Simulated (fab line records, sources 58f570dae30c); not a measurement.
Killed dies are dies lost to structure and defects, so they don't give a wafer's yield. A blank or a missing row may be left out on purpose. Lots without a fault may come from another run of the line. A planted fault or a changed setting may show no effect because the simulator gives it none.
One fault seen from 2 desks | flow berkeley_cmos170 | each desk has only its own numbers; what lay behind them comes last

THE TOOL OWNER'S DESK: plasma_asher-01
The tool's own readings at UCB170_NVT_STRIP_08 (strips in O2): means of the sampled wafers that have a number, for each lot that ran on this tool. A lot is out of limits, marked OUT, if its mean lies more than 4 standard deviations from the usual mean; the brackets give that distance.
Columns: A = drypump_motor_current_A at UCB170_NVT_STRIP_08, usual 5.63 A; B = oes_product_au at UCB170_NVT_STRIP_08, usual 0.735 a.u.; C = strip_time_to_endpoint_s at UCB170_NVT_STRIP_08, usual 21.64 s
lot  | first seen here | A    | B               | C
L924 | day 6 04:48     | 5.57 | 0.734           | 21.57
L935 | day 9 00:05     | 5.58 | 0.862 (+30) OUT | 21.78
L936 | day 9 11:24     | 5.56 | 0.861 (+29) OUT | 21.55
L946 | day 11 13:20    | 5.55 | 0.738           | 21.61
This desk's finding: out of limits on L935, L936; first on L935, day 9 00:05 (oes_product_au at UCB170_NVT_STRIP_08). In limits: L924, L946.

THE METROLOGY DESK
What the gauges read, lot by lot, whatever tool the lot ran on: means of the sampled wafers that have a number. A lot is out of limits, marked OUT, if its mean lies more than 4 standard deviations from the usual mean; the brackets give that distance.
Columns: A = cd_nm at UCB170_ACTIVE_CD_MEAS_90, usual 1200.1 nm; B = SACOX_OXIDE_THK at UCB170_SACOX_THK_MEAS_02, usual 14.34 nm; C = SCREENOX_OXIDE_THK at UCB170_SCREENOX_THK_MEAS_02, usual 14.4 nm
lot  | first seen here | A      | B     | C
L925 | day 4 19:41     | 1198.1 | 14.33 | 14.7
L924 | day 4 20:03     | 1200.8 | 14.03 | 14.7
L928 | day 5 06:26     | 1201.6 | 14.75 | 14.7
L931 | day 5 23:43     | 1200.8 | 14.70 | 14.2
L935 | day 7 01:42     | 1200.7 | 14.39 | 14.6
L936 | day 7 06:40     | 1201.0 | 14.19 | 14.2
L939 | day 7 15:17     | 1200.4 | 14.60 | 14.2
L940 | day 8 11:17     | 1200.7 | 14.23 | 14.5
L944 | day 9 05:25     | 1200.5 | 14.05 | 13.8
L945 | day 9 05:34     | 1200.5 | 14.37 | 14.3
L942 | day 9 05:38     | 1200.4 | 14.43 | 14.5
L946 | day 9 17:16     | 1199.5 | 14.06 | 13.9
L947 | day 9 17:26     | 1196.9 | 13.93 | 13.8
This desk's finding: nothing out of limits on any of the 13 lots.

PUT TOGETHER
The tool owner's desk could have raised an alarm at day 9 00:05, on L935, L936.
The metrology desk saw nothing out of limits.
The metrology desk has L935, L936 on record, within its limits.
Of the lots named, all ran UCB170_NVT_STRIP_08 on plasma_asher-01.

WHAT THE SIMULATOR HAD PUT IN
Process parameter drift: plasma_asher-01, from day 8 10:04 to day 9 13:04, at UCB170_NVT_STRIP_08. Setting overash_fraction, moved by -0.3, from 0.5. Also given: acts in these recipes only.
Lots struck among those shown: L935, L936.
Hours from the fault's start to each desk's first reading out of limits: the tool owner's desk, 14.
